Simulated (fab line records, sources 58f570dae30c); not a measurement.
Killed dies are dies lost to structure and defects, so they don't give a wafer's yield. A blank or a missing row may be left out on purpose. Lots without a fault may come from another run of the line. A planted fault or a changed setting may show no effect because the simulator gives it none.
Split-lot experiment | flow berkeley_cmos170 | 5 lots, 23 wafers read, on a route of 331 steps

THE SPLIT
At UCB170_M3_SPUTTER_01 (material Al, target thk 900 nm, time 120 s), the setting power_w was moved away from the recipe's 6000 W on 8 of the 23 wafers read, by -11.9% to +11.8%. The other wafers ran this setting at the recipe's value.

FROM THE SPLIT TO THE READING: what the file shows between them, 1 step
- UCB170_M3_RS_MEAS_02: measures by four-point-probe

THE READING
M3_AL_THK, in nm, at UCB170_M3_THK_MEAS_03 (measures by xrf). Fault-free wafers of this fab line usually give 901 nm, standard deviation 8.4 nm.

wafer  | tool, chamber at the split | power_w as run, W | against the recipe | M3_AL_THK, nm | against lot-mates on the recipe
L075.1 | pvd_sputter-04, -          | 6000              | recipe             | 896           | -
L075.2 | pvd_sputter-04, -          | 6000              | recipe             | 894           | -
L075.3 | pvd_sputter-04, -          | 6000              | recipe             | 901           | -
L075.4 | pvd_sputter-04, -          | 6000              | recipe             | 899           | -
L075.6 | pvd_sputter-04, -          | 6000              | recipe             | 892           | -
L074.1 | pvd_sputter-02, -          | 6000              | recipe             | 897           | -
L074.2 | pvd_sputter-02, -          | 6707              | +11.8%             | 1002          | +108
L074.3 | pvd_sputter-02, -          | 6707              | +11.8%             | 998           | +104
L074.4 | pvd_sputter-02, -          | 6707              | +11.8%             | 1005          | +110
L074.6 | pvd_sputter-02, -          | 6000              | recipe             | 892           | -
L077.1 | pvd_sputter-02, -          | 5287              | -11.9%             | 798           | -101
L077.2 | pvd_sputter-02, -          | 5287              | -11.9%             | 790           | -109
L077.3 | pvd_sputter-02, -          | 6000              | recipe             | 903           | -
L077.4 | pvd_sputter-02, -          | 6000              | recipe             | 895           | -
L077.6 | pvd_sputter-02, -          | 5287              | -11.9%             | 795           | -104
L085.4 | pvd_sputter-02, -          | 6000              | recipe             | 901           | -
L085.5 | pvd_sputter-02, -          | 6000              | recipe             | 909           | -
L085.6 | pvd_sputter-02, -          | 6000              | recipe             | 917           | -
L084.1 | pvd_sputter-04, -          | 6000              | recipe             | 907           | -
L084.2 | pvd_sputter-04, -          | 6000              | recipe             | 906           | -
L084.3 | pvd_sputter-04, -          | 6565              | +9.4%              | 984           | +75
L084.4 | pvd_sputter-04, -          | 6565              | +9.4%              | 993           | +84
L084.5 | pvd_sputter-04, -          | 6000              | recipe             | 913           | -

THE FIT
A straight line over all 23 wafers: M3_AL_THK changes by +8.85 nm for each +1% of power_w; r = +0.99; the points scatter about the line by 6.9 nm.
The same after taking each lot's own level away (the mean of its wafers on the recipe; 23 wafers): +8.87 nm for each +1%; r = +1.00; scatter 4.4 nm.
On that fit, the largest move of power_w shifts the reading by 1.1e+02 nm.
The lots' own levels span 894.5 to 909.0 nm, that is 1.7 times the standard deviation above.
So the lot-to-lot level changes the slope little: the two slopes agree.
Check: with one of the wafers moved furthest among these (-11.9%) left out of the fit, the line predicts -106 nm for it against its lot-mates. It came out at -101 nm against them.

OTHER SPLITS ON THESE WAFERS
These wafers also went through other splits before the reading. Each is held against what the fit with the lots' levels taken away leaves over:
other split on the same wafers    | wafers away from the commonest value | r with M3_AL_THK (lot level and that fit taken away)
UCB170_NSD_STRIP_09 power_w       | 6                                    | +0.00
UCB170_SILICIDE_SPUTTER_01 time_s | 8                                    | -0.05
UCB170_M1_PEB_07 peb_temp_c       | 9                                    | +0.00
UCB170_V2_COAT_07 resist_thk_nm   | 4                                    | +0.12

THE WHOLE CHAIN: every reading that the file lists as answering this split, in the file's order
step                  | what it does                               | reading                                                                     | change (the file's fit)               | r (the file's)
UCB170_M3_SPUTTER_01  | material Al, target thk 900 nm, time 120 s | Al_of_M3_SPUTTER_01.thk_nm (the simulator's own value, which no gauge read) | +8.96 nm for each +1% of the setting  | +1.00
UCB170_M3_RS_MEAS_02  | measures by four-point-probe               | M3_AL_RS                                                                    | -0.000324 for each +1% of the setting | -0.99
UCB170_M3_THK_MEAS_03 | measures by xrf                            | M3_AL_THK                                                                   | +8.86 for each +1% of the setting     | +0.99

THE FILE'S OWN FIT
M3_AL_THK changes by +8.86 nm for each +1% of power_w, r = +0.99.
